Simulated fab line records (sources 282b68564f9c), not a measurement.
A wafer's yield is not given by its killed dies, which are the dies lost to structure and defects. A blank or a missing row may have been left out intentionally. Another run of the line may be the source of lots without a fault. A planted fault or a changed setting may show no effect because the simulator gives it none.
8D (eight disciplines) problem report, filled in by code || flow rit_cmos || the parts of the form that need people (team, actions taken, sign-off) are left out

## 1. PROBLEM STATEMENT
GATE_OXIDE_THK at RIT_GATE_THK_MEAS_07 reads a mean of 3.54 nm on 6 wafers of 2 lots; wafers without a fault read 3.00 nm with a standard deviation of 0.068. Measured from the usual mean, that is +7.9 standard deviations.
Seen first at day 5 00:01 on film_metro-02, wafer L242.1. At this step, 42 wafers from 14 lots have a number in the record. By rule, "out" or "out of limits" means more than 4 standard deviations away from the usual mean. All remaining wafers that have a number are taken as sound.

## 2. WHAT IT IS, WHAT IT ISN'T
{"question": "which readings at this step", "is": "GATE_OXIDE_THK", "is not": "-"}
{"question": "which lots", "is": "L242, L243", "is not": "L230, L231, L232, L233, L234, L235, L236, L239, L240, L250, L251, L252"}
{"question": "which wafers of those lots", "is": "all that have a number", "is not": "-"}
{"question": "read on which gauges", "is": "film_metro-02, film_metro-03", "is not": "film_metro-04"}
{"question": "when", "is": "from day 5 00:01", "is not": "up to then (27 sound wafers); but 9 sound wafers of L250, L251, L252 came after"}

## 3. THE SUSPECTS, EACH WITH WHAT RULES IT OUT
Counting: a tool at a process step up to the reading stays a suspect if it ran every lot that is out and no sound lot after the first of them.
- the gauge at RIT_GATE_THK_MEAS_07 has been ruled out. The wafers that are out were read on 2 gauges (film_metro-02, film_metro-03).
- furnace-01 at RIT_GATE_OXIDATION_05 (target thk 3 nm, ox time 270 s): kept. It ran every lot that is out, first L242 (day 4 21:22), and no sound lot after that; its last sound lot up to then is L235 (day 3 10:29). Out on those wafers are its own readings of spike_tc_centre_C, spike_tc_load_C, spike_tc_source_C, tube_center_temp_C, tube_center_temp_C_max.
Left after counting: furnace-01 at RIT_GATE_OXIDATION_05.

## 4. THE CAUSE (what the simulator had put in)
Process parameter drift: furnace-01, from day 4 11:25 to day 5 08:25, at RIT_GATE_OXIDATION_05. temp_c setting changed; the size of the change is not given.
This tool alone remained once counting was done.

## 5. THE CHAIN OF EFFECTS, in route order
Rows list readings where the struck wafers' mean (over those with a number) sits beyond 3 standard deviations from the usual. Scope: only readings with a usual standard deviation given in the record; hours: median across lots of the time from each lot's start at the first step in this table that gives one to its start at this step; sigmas: change in usual standard deviations.
{"hours": 0, "step": "RIT_GATE_OXIDATION_05", "reading": "spike_tc_centre_C", "usual": "903.2 C", "on struck wafers": 918.5, "change": "+15.3", "sigmas": "+14"}
{"hours": 0, "step": "RIT_GATE_OXIDATION_05", "reading": "spike_tc_load_C", "usual": "925.7 C", "on struck wafers": 939.0, "change": "+13.2", "sigmas": "+5.5"}
{"hours": 0, "step": "RIT_GATE_OXIDATION_05", "reading": "spike_tc_source_C", "usual": "923.0 C", "on struck wafers": 940.2, "change": "+17.2", "sigmas": "+7.8"}
{"hours": 0, "step": "RIT_GATE_OXIDATION_05", "reading": "tube_center_temp_C", "usual": "900.01 C", "on struck wafers": 915.02, "change": "+15.01", "sigmas": "+99 or more"}
{"hours": 0, "step": "RIT_GATE_OXIDATION_05", "reading": "tube_center_temp_C_max", "usual": 902.3, "on struck wafers": 917.3, "change": "+15.0", "sigmas": "+44"}
{"hours": 3, "step": "RIT_GATE_THK_MEAS_07", "reading": "GATE_OXIDE_THK", "usual": "3.00 nm", "on struck wafers": 3.54, "change": "+0.54", "sigmas": "+7.9"}
Here are the process steps it includes:
- RIT_GATE_OXIDATION_05: target thk 3 nm, ox time 270 s.

## 6. HOW IT WOULD HAVE BEEN CAUGHT EARLIER
In this record the first reading out of limits at a measuring or inspecting step was taken at day 5 00:01, 13 hours after the fault began at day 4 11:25.
The tool's own readings at RIT_GATE_OXIDATION_05 were out on every struck wafer that the step has a row for (spike_tc_centre_C, spike_tc_load_C, spike_tc_source_C, tube_center_temp_C, tube_center_temp_C_max): an alarm limit on them would have fired on the first of those.
L243, from the lots that are out (2), started RIT_GATE_OXIDATION_05 on furnace-01 later than day 5 00:01. It would have been spared by a hold on the tool at that moment.
